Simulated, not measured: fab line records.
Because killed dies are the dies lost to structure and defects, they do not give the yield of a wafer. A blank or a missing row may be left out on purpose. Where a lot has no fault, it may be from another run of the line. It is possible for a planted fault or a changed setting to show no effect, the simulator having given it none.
Chamber matching	flow berkeley-cmos170	UCB170_ACTIVE_ETCH_15 on rie-diel-01: 4 sister chambers
The step etches Si3N4 in CH3F/Ar/O2, stops on SiO2, target depth 242 nm, time 151 s. 7 wafers are shown with their chamber, then 8 later ones without.

EACH WAFER AND ITS CHAMBER
wafer	chamber	drypump-motor-current-A (A)	throttle-valve-pct (%)
L807.2	1	6.0	8.12
L807.4	3	5.7	7.95
L808.6	1	6.1	8.10
L811.1	0	5.6	8.19
L811.3	2	5.4	8.03
L811.6	2	5.4	8.03
L815.3	0	5.6	8.20

WAFERS MISSING THEIR CHAMBER
wafer	drypump-motor-current-A (A)	throttle-valve-pct (%)
L815.4	6.0	8.08
L815.5	6.0	8.10
L820.1	5.4	8.01
L820.4	6.0	8.11
L820.6	5.8	7.94
L822.1	5.4	8.01
L822.5	6.1	8.12
L822.6	5.7	7.96

CHAMBER TAKEN BY EACH
wafer	from the rows above	in truth
L815.4	1	1
L815.5	1	1
L820.1	2	2
L820.4	1	1
L820.6	3	3
L822.1	2	2
L822.5	1	1
L822.6	3	3
8 of 8 placed correctly. Can't be placed from these rows: 0. Wrongly placed: 0.
How it was worked out, from the rows above alone: a wafer's distance from a chamber is the root of the sum, over the readings, of the square of ((its reading less the chamber's mean) divided by the reading's scatter). If the next closest chamber is less than 2 further off than the closest, the wafer can't be placed; otherwise it belongs to the closest. The mean given for a chamber averages the wafers shown for that chamber. How the scatter is found: for the shown wafers, subtract from each reading the mean of its chamber, square and add these, divide the total by (wafers less chambers), then take the root.
